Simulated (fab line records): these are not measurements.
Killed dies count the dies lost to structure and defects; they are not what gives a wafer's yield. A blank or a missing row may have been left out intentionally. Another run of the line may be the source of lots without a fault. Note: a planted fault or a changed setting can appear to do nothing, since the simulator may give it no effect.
fab line records | flow rit-cmos
record lots=12 wafers=36 last-day=8
route steps=202 shown ACTIVE@14 SILICIDE@162 M1@202
lots that met no fault: taken from a fault-free run of the same line
start-h: the number of hours between the record's first day and the start of the first shown wafer of the lot | wait-h: how many hours have passed since the lot's step before this one | " unchanged from the row above | L1.1+2: one row covering several wafers at once | - either no value or no given start | * or withheld: withheld | < > ~ a bound
route shown NAME@n: NAME is a module with steps in the file, n the number in the route of the first one | usual: average and standard deviation across the fault-free wafers | same: alike in all rows | chamber/n: place in a boat | sites: readings site by site | _std_site: the standard deviation of these | _edge_site: inner sites' mean taken away from outer sites' mean | radius-mm: how far each site lies from the wafer's centre | mask NAME#n: copy n | behind: tool/chamber where the wafer was last shaped | hold: the reason the lot was held/the length of the hold in hours/how it ended | device: the n, p or np transistor that did not switch | end of line: tests of these same wafers at the route's end | a step without rows: its recipe alone | killed: not the wafer's yield, but the dies lost to structure and defects at the first sort | map: per-die view of a wafer (x killed, . not killed, _ where there is no die)
set.NAME: the setting the step ran with; set.NAME@STEP: the setting that earlier step ran with | model.NAME: the simulator's own value behind a step, which no gauge read
steps of the route over a sample of lots; a table a step, a row a wafer
services: from which hour (start-h, from the record's first day; less than 0 if before it) a tool's chamber was out of use, for how many hours, and why
## steps
# step RIT_ACTIVE_ETCH_13
# recipe stop-on=SiO2 chemistry=SF6 target=Si3N4 time-s=210 over-etch-frac=0.4 SF6_flow_sccm=200 pressure-mtorr=260 rf-w=125 target-depth-a=2100
# usual drypump-motor-current-A=5.4/0.45 oes-product-au=0.816/0.017 run-length-s=238.3/0.46 throttle-valve-pct=7.48/0.098
# columns lot.wafer tool chamber start-h wait-h drypump-motor-current-A oes-product-au rf-hours-counter-h run-length-s throttle-valve-pct
L610.3 rie-diel-02 0 15.92 0.1 5.8 0.792 128 238.5 7.77
L610.5 " 3 " " 6.1 0.816 - 238.3 7.51
L610.6 " 0 " " 5.8 0.788 - 238.5 7.75
L611.1 rie-diel-01 0 22.95 0.1 5.2 0.840 8 238.4 7.47
L611.2 " 1 " " 5.6 0.814 114 238.1 7.49
L611.5 " 3 " " 5.1 0.810 - 238.6 7.46
L613.2 rie-diel-01 3 31.80 0.1 5.1 0.814 3 239.1 7.46
L613.3 " 2 " " 4.8 0.818 45 237.6 7.53
L613.5 " 1 " " 5.6 0.820 - 238.0 7.48
L615.1 rie-diel-01 1 41.24 0.1 5.6 0.906 114 217.6 7.50
L615.3 " 2 " " 4.8 0.819 45 237.6 7.52
L615.5 " 3 " " 5.1 0.806 - 238.9 7.47
L616.1 rie-diel-03 3 47.35 0.1 5.1 0.809 5 237.6 7.50
L616.2 " 0 " " 5.9 0.796 74 238.6 7.58
L616.4 " 1 " " 5.5 0.839 94 238.9 7.33
L620.3 rie-diel-01 1 64.99 0.1 5.6 0.916 115 217.3 7.49
L620.4 " 0 " " 5.2 0.848 9 238.4 7.46
L620.5 " 0 " " 5.2 0.846 - 238.5 7.47
L623.2 rie-diel-03 0 80.70 0.1 5.8 0.795 75 238.4 7.58
L623.4 " 2 " " 4.7 0.853 123 238.5 7.36
L623.5 " 0 " " 5.9 0.800 - 238.3 7.58
L625.1 rie-diel-03 1 89.71 0.1 5.5 0.831 94 238.6 7.33
L625.4 " 3 " " 5.1 0.810 6 237.8 7.51
L625.5 " 0 " " 5.9 0.801 - 238.4 7.58
L626.1 rie-diel-03 0 94.85 0.1 5.9 0.800 75 238.3 7.57
L626.2 " 2 " " 4.7 0.828 123 238.2 7.36
L626.6 " 3 " " 5.1 0.808 - 238.2 7.52
L631.2 rie-diel-02 1 123.08 0.1 6.0 0.797 15 238.4 7.51
L631.5 " 3 " " 6.1 0.834 - 238.2 7.48
L631.6 " 0 " " 5.8 0.786 - 238.9 7.79
L632.3 rie-diel-02 2 125.44 0.1 6.3 0.822 82 238.0 7.30
L632.4 " 1 " " 6.0 0.796 15 238.4 7.52
L632.5 " 1 " " 6.0 0.802 - 238.0 7.51
L633.1 rie-diel-01 1 130.93 0.1 5.6 0.810 116 238.0 7.49
L633.2 " 3 " " 5.1 0.802 5 238.4 7.47
L633.3 " 2 " " 4.8 0.819 47 237.4 7.53
# step RIT_SILICIDE_SPUTTER_01
# recipe material=Ti target-thk-nm=30 power-w=350 chamber-pressure-pa=0.667 gas=Ar time-s=240 substrate-temp-c=25
# usual throttle-valve-pct=29.8/0.95
# same time-s=240
# columns lot.wafer tool chamber start-h wait-h throttle-valve-pct
L610.3 pvd-sputter-01 - 62.55 0.0 28.6
L610.5 " - " " 28.3
L610.6 " - " " 31.1
L611.1 pvd-sputter-03 - 69.14 0.0 29.2
L611.2 " - " " 30.5
L611.5 " - " " 29.7
L613.2 pvd-sputter-03 - 77.45 0.0 29.9
L613.3 " - " " 30.6
L613.5 " - " " 29.1
L615.1 pvd-sputter-03 - 85.67 0.0 30.5
L615.3 " - " " 28.8
L615.5 " - " " 30.5
L616.1 pvd-sputter-01 - 88.83 0.0 31.3
L616.2 " - " " 29.3
L616.4 " - " " 30.7
L620.3 pvd-sputter-04 - 107.86 0.0 28.5
L620.4 " - " " 29.8
L620.5 " - " " 31.3
L623.2 pvd-sputter-03 - 121.64 0.0 28.7
L623.4 " - " " 29.3
L623.5 " - " " 29.9
L625.1 pvd-sputter-03 - 134.14 0.0 29.0
L625.4 " - " " 29.8
L625.5 " - " " 29.3
L626.1 pvd-sputter-01 - 142.02 0.0 31.5
L626.2 " - " " 28.7
L626.6 " - " " 31.4
L631.2 pvd-sputter-03 - 163.04 0.0 30.2
L631.5 " - " " 29.0
L631.6 " - " " 29.7
L632.3 pvd-sputter-01 - 167.93 0.0 29.7
L632.4 " - " " 31.1
L632.5 " - " " 30.9
L633.1 pvd-sputter-03 - 174.42 0.0 30.5
L633.2 " - " " 29.7
L633.3 " - " " 28.8
# step RIT_M1_PROBE_99
# usual killed-at-contacts=0.1/0.27 killed-at-front-end=6.5/2.8 killed-dies=6.6/2.8 killed-open=3.5/2 killed-short=3.2/1.8
# same gross-dies=264 killed_at_M0_to_M3=0 killed_at_M4_up=0 killed-at-back-side=0 killed-at-other=0
# columns lot.wafer tool chamber start-h wait-h killed-at-contacts killed-at-front-end killed-dies killed-open killed-short
L611.1 prober-02 - 76.02 0.1 0 11 11 9 2
L611.2 prober-02 - 76.07 0.1 0 15 15 8 7
L611.5 prober-02 - 76.22 0.2 0 9 9 3 6
L620.3 prober-02 - 115.06 0.2 1 10 11 7 4
L620.4 prober-02 - 115.11 0.2 0 5 5 2 3
L620.5 prober-02 - 115.16 0.2 0 7 7 3 4
L623.2 prober-01 - 128.43 0.1 1 3 4 4 0
L623.4 prober-01 - 128.53 0.2 0 6 6 2 4
L623.5 prober-01 - 128.58 0.2 0 7 7 2 5
L626.1 prober-01 - 149.16 0.1 0 6 6 2 4
L626.2 prober-01 - 149.21 0.1 0 5 5 3 2
L632.3 prober-01 - 174.83 0.2 0 5 5 3 2
L632.4 prober-01 - 174.88 0.2 0 9 9 6 3
L632.5 prober-01 - 174.93 0.2 0 10 10 3 7
# killed by level:class
L611.1 SILICIDE:geometric-particle:open=5 GATE:geometric-particle:open=3 FOX1:geometric-particle:short=1 FOX1:geometric-particle:open=1 SILICIDE:geometric-particle:short=1
L611.2 FOX1:geometric-particle:short=6 SPACER:geometric-particle:open=3 FOX1:geometric-particle:open=2 REOX:geometric-particle:open=2 FOX2:geometric-particle:open=1 SPACER:geometric-particle:short=1
L611.5 REOX:geometric-particle:short=2 SILICIDE:geometric-particle:short=2 FOX1:geometric-particle:short=1 GATE:geometric-particle:open=1 GATE:geometric-particle:short=1 SPACER:geometric-particle:open=1 SILICIDE:geometric-particle:open=1
L620.3 FOX1:geometric-particle:open=2 FOX2:geometric-particle:short=2 GATE:geometric-particle:open=2 REOX:geometric-particle:short=2 REOX:geometric-particle:open=1 SPACER:geometric-particle:open=1 CONTACT:geometric-particle:open=1
L620.4 GATE:geometric-particle:short=3 FOX1:geometric-particle:open=1 REOX:geometric-particle:open=1
L620.5 GATE:geometric-particle:short=2 FOX1:geometric-particle:short=1 FOX2:geometric-particle:open=1 GATE:geometric-particle:open=1 REOX:geometric-particle:open=1 SILICIDE:geometric-particle:short=1
L623.2 FOX1:geometric-particle:open=1 GATE:geometric-particle:open=1 SPACER:geometric-particle:open=1 CONTACT:geometric-particle:open=1
L623.4 GATE:geometric-particle:short=3 FOX1:geometric-particle:open=1 GATE:geometric-particle:open=1 SPACER:geometric-particle:short=1
L623.5 GATE:geometric-particle:short=3 FOX1:geometric-particle:short=2 GATE:geometric-particle:open=2
L626.1 FOX1:geometric-particle:short=2 GATE:geometric-particle:open=2 GATE:geometric-particle:short=1 SPACER:geometric-particle:short=1
L626.2 GATE:geometric-particle:short=2 GATE:geometric-particle:open=2 SPACER:geometric-particle:open=1
L632.3 GATE:geometric-particle:open=3 FOX2:geometric-particle:short=1 REOX:geometric-particle:short=1
L632.4 GATE:geometric-particle:open=3 FOX2:geometric-particle:open=2 FOX1:geometric-particle:short=1 FOX2:geometric-particle:short=1 GATE:geometric-particle:short=1 SILICIDE:geometric-particle:open=1
L632.5 GATE:geometric-particle:short=5 GATE:geometric-particle:open=2 FOX1:geometric-particle:short=1 FOX1:geometric-particle:open=1 FOX2:geometric-particle:short=1
## services
# columns tool chamber start-h hours kind
pvd-sputter-04 - -6.62 3.4 repair
rie-diel-03 0 16.02 7.1 repair
rie-diel-01 - 17.81 1.2 repair
pvd-sputter-04 - 23.82 1.7 repair
pvd-sputter-04 - 68.71 3.1 repair
pvd-sputter-01 - 93.47 4.7 repair
rie-diel-03 1 133.42 47.9 repair
pvd-sputter-01 - 147.13 0.9 repair
rie-diel-02 - 149.50 0.5 repair
rie-diel-03 2 153.33 5.1 repair
## key
first-sign step=RIT_ACTIVE_ETCH_13 reading=run-length-s direction=down sigmas=45 usual=* struck=*
effect step=RIT_ACTIVE_ETCH_13 reading=oes-product-au direction=up sigmas=5.5 usual=0.816 struck=0.911
met-at RIT_ACTIVE_ETCH_13
struck-lots L615,L620
struck-wafers L615.1,L620.3
tester-left-out L615,L620
not-acting-at RIT_SILICIDE_SPUTTER_01
onset-between 31.80 41.24
fault kind=process-parameter-drift tool=rie-diel-01 chamber=1 onset-h=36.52 steps=RIT_ACTIVE_ETCH_13 channel=time-s offset=* shape=step end-h=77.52 acts-in=* stated=*
# tester-left-out: of these lots the tester's yield and bins aren't shown, on N5 and GAA mostly nor the transistor test; their killed dies are dies lost to structure and defects alone, not to doping, threshold or leakage, so they don't give the yield
